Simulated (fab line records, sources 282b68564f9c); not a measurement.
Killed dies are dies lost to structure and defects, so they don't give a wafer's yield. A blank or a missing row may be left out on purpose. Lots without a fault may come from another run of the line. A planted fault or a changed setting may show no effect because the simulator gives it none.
Which tool did it? | flow rit_cmos | 6 lots, 18 wafers sampled, at 3 steps of a route of 202

WHAT THE GAUGES READ, wafer by wafer
RIT_M1_CD_MEAS_09: target cd 2600 nm.
lot  | measured    | on        | cd_nm (nm)
L440 | day 4 06:42 | cd_sem-02 | 2600.2 2601.5 2601.5
L444 | day 5 08:11 | cd_sem-02 | 2601.4 2603.2 2601.7
L448 | day 6 11:43 | cd_sem-01 | 2603.9 2600.9 2600.7
L452 | day 6 17:10 | cd_sem-02 | 2602.5 2599.6 2599.7
L455 | day 7 06:10 | cd_sem-01 | 2601.0 2598.9 2598.7
L459 | day 7 17:44 | cd_sem-01 | 2600.9 2600.5 2600.2

WHICH TOOL RAN EACH LOT (tool, then ch and the chambers of the sampled wafers, then the start)
lot  | RIT_PRETRO_DEVELOP_05            | RIT_CONTACT_CVD_00
L440 | litho_track-02 ch 0, day 2 19:00 | pecvd-02 ch 0,1,2, day 4 02:55
L444 | litho_track-02 ch 0, day 3 15:00 | pecvd-04 ch 0,1,2, day 5 04:17
L448 | litho_track-01 ch 0, day 5 00:00 | pecvd-02 ch 1,2, day 6 07:37
L452 | litho_track-03 ch 0, day 5 12:00 | pecvd-04 ch 0,1,2, day 6 13:04
L455 | litho_track-03 ch 0, day 6 04:00 | pecvd-03 ch 0,2, day 7 02:05
L459 | litho_track-03 ch 0, day 6 14:00 | pecvd-03 ch 0,1,2, day 7 13:50
- RIT_PRETRO_DEVELOP_05: develop time 68 s.
- RIT_CONTACT_CVD_00: deposits SiO2 from TEOS, target thk 400 nm, time 61 s.

THE ANSWER, worked out from the rows above alone
Rule: what is usual is taken from the lots themselves. Put in order of their means at a reading, lots are off if they are a third of the lots or fewer, leave a main group of 4 or more, and stand apart from it by a gap of 3 or more times the standard deviation of the main group's means; of several such gaps the widest counts. A main group whose means are all the same, to the digits that the tables above print for the reading, isn't used. A lot without any number at a reading at which 4 lots or more have one is off too. The other lots that the step has rows for count as sound.
No lot is off at any reading shown: from this, nothing can be told.

WHAT THE SIMULATOR HAD PUT IN
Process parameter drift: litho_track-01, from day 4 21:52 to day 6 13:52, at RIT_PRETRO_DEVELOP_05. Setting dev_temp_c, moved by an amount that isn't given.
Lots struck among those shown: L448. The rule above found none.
